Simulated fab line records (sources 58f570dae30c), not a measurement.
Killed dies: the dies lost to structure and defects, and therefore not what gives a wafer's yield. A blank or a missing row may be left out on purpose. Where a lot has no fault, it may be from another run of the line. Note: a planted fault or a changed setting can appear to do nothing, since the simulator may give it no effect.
A struck lot beside a sound one || flow berkeley_cmos170 || 16 steps out of a route of 331
Sound: wafers L365.2, L365.3, L365.5. Struck: wafers L371.1, L371.4, L371.5. Last of all comes the cause.
Order at every step that has rows: each side's tool, ch and its chambers, its first start. Under that, the readings that differ: sound wafers || struck wafers || difference of the means || sigmas: that difference in standard deviations of wafers without a fault.
alike: readings with means less than 2 such deviations apart, plus words and numbers identical on both sides. not compared: withheld readings, readings lacking a value on some wafer, bounds such as >300 that could conceal the same value, and numbers that have no deviation in the record and whose values overlap.
A row with sigmas, a row that says differs or no value, or rows on one side alone: a step with any of these is where the two part. Numbers that have no deviation but don't overlap get no sigmas and don't part them. A reading missing from all wafers of one side parts the sides only when that side holds two or more wafers.

UCB170_NVT_OVL_MEAS_06:
  struck on overlay-02, day 7 19:58; sound on overlay-02, day 6 22:04
  alike: NVT_OVL
after that, 1 step had no rows for these wafers: UCB170_NVT_IMPLANT_07.
UCB170_NVT_STRIP_08: strips in O2.
  sound on plasma_asher-03 ch 0,1, day 6 22:14; struck on plasma_asher-02 ch 0,1, day 7 20:09
  alike: drypump_motor_current_A, oes_product_au, strip_time_to_endpoint_s
  not compared: rf_hours_counter_h
UCB170_NVT_TW_MEAS_09:
  struck on film_metro-01, day 7 20:15; sound on film_metro-01, day 6 22:21
  alike: NVT_TW
then, 7 steps without rows for these wafers: UCB170_NVT_CLEAN_10 (cleans in SPM, time 600 s); UCB170_PVT_HMDS_00 (prime time 60 s); UCB170_PVT_COAT_01 (resist thk 900 nm); UCB170_PVT_SOFTBAKE_02 (time 60 s); UCB170_PVT_EXPOSE_03 (exposes mask NWELL, target cd 3000 nm); UCB170_PVT_PEB_04; UCB170_PVT_DEVELOP_05 (develop time 45 s).
UCB170_PVT_OVL_MEAS_06:
  struck on overlay-02, day 8 00:29; sound on overlay-02, day 7 00:10
  alike: PVT_OVL
UCB170_PVT_IMPLANT_07:
  sound on implanter-04 ch 0, day 7 00:13; struck on implanter-01 ch 0, day 8 00:32
{"reading": "implant_ion_amu", "sound": "31 31 31", "struck": "11 11 11", "difference": -20, "sigmas": ""}
{"reading": "model.implant.rp_nm (nm)", "sound": "36.51 36.51 36.51", "struck": "97.46 97.46 97.46", "difference": "+60.95", "sigmas": ""}
{"reading": "model.implant.drp_nm (nm)", "sound": "16.56 16.56 16.56", "struck": "42.97 42.97 42.97", "difference": "+26.41", "sigmas": ""}
UCB170_PVT_STRIP_08: strips in O2.
  sound on plasma_asher-02 ch 0,1, day 7 00:20; struck on plasma_asher-02 ch 0,1, day 8 00:41
  alike: drypump_motor_current_A, oes_product_au, strip_time_to_endpoint_s
  not compared: rf_hours_counter_h
UCB170_PVT_TW_MEAS_09:
  struck on film_metro-01, day 8 00:47; sound on film_metro-03, day 7 00:27
{"reading": "PVT_TW", "sound": "511 510 507", "struck": "263 262 262", "difference": -247, "sigmas": -67}
then, 1 step without rows for these wafers: UCB170_GATE_WET_ETCH_00 (etches SiO2 in dHF, time 200 s).

## WHERE THEY PART
Only at UCB170_PVT_TW_MEAS_09, as far as this record shows.

WHY: the cause the simulator had injected
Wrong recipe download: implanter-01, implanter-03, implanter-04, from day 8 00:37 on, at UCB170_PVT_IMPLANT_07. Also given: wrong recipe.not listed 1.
